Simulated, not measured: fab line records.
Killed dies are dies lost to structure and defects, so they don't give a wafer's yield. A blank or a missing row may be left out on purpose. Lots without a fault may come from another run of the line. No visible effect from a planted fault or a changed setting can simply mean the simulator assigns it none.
2 desks, one fault ; flow berkeley cmos170 ; every desk sees just its own numbers, and what lay behind them comes last

TOOL OWNER'S DESK, implanter-03
The tool's own readings at UCB170_NLDD_IMPLANT_09, given as means over the sampled wafers that have a number, one for each lot that went through this tool. A lot is out of limits, marked OUT, if its mean lies more than 4 standard deviations from the usual mean; the brackets give that distance.
Columns: A = dose ions cm2 at UCB170_NLDD_IMPLANT_09, usual 4.999e+13; B = faraday current uA at UCB170_NLDD_IMPLANT_09, usual 159; C = rotation deg at UCB170_NLDD_IMPLANT_09, usual 180.00 degrees
lot;first seen here;A;B;C
L927;day 6 09:06;4.996e+13;158;180.01
L931;day 7 20:49;4.998e+13;157;179.96
L934;day 7 21:21;5.003e+13;158;180.02
L938;day 8 13:17;3.347e+13 (-99 or more) OUT;106 (-16) OUT;180.01
L941;day 9 10:37;3.355e+13 (-99 or more) OUT;106 (-16) OUT;180.02
L939;day 9 11:20;3.356e+13 (-99 or more) OUT;107 (-15) OUT;180.02
This desk finds L938, L939, L941 out of limits, L938 being first, at day 8 13:17 (dose ions cm2 at UCB170_NLDD_IMPLANT_09). In limits: L927, L931, L934.

METROLOGY DESK
Means of the sampled wafers that have a number, per lot and without regard to the tool the lot ran on: this is what the gauges read. A lot is out of limits, marked OUT, if its mean lies more than 4 standard deviations from the usual mean; the brackets give that distance.
Columns: A = NLDD_TW at UCB170_NLDD_TW_MEAS_11, usual 2228; B = NLDD_RS at UCB170_SDANNEAL_RS_MEAS_05, usual 616.4 ohm/sq
lot;first seen here;A;B
L926;day 6 08:26;2243;617.6
L927;day 6 09:20;2238;616.1
L928;day 6 12:08;2222;616.9
L929;day 6 16:14;2226;616.2
L930;day 6 16:33;2223;614.5
L931;day 7 21:04;2238;615.9
L933;day 7 21:31;2234;616.6
L934;day 7 21:36;2235;615.9
L932;day 7 21:56;2231;616.0
L935;day 8 01:56;2215;614.5
L938;day 8 13:29;2107 (-8.0) OUT;698.7 (+59) OUT
L941;day 9 10:51;2141 (-5.8) OUT;697.7 (+58) OUT
L939;day 9 11:34;2147 (-5.4) OUT;695.3 (+56) OUT
L940;day 9 11:43;2207;616.1
L947;day 10 11:24;2244;615.7
This desk finds L938, L939, L941 out of limits, with the earliest case on L938 at day 8 13:29 (NLDD_TW at UCB170_NLDD_TW_MEAS_11). In limits: L926, L927, L928, L929, L930, L931, L933, L934, L932, L935, L940, L947.

PUT TOGETHER
An alarm could have come from the tool owner's desk at day 8 13:17, on L938, L939, L941.
L938, L939, L941 would have let the metrology desk raise an alarm at day 8 13:29.
On implanter-03, each named lot ran UCB170_NLDD_IMPLANT_09.

WHAT WAS PUT IN BY THE SIMULATOR
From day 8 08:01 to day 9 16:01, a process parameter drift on implanter-03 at UCB170_NLDD_IMPLANT_09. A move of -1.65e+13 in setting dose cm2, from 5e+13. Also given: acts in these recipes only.
Lots struck among those shown: L938, L939, L941.
Time in hours from fault onset to the first out-of-limits reading at each desk: tool owner's desk 5, metrology desk 5.
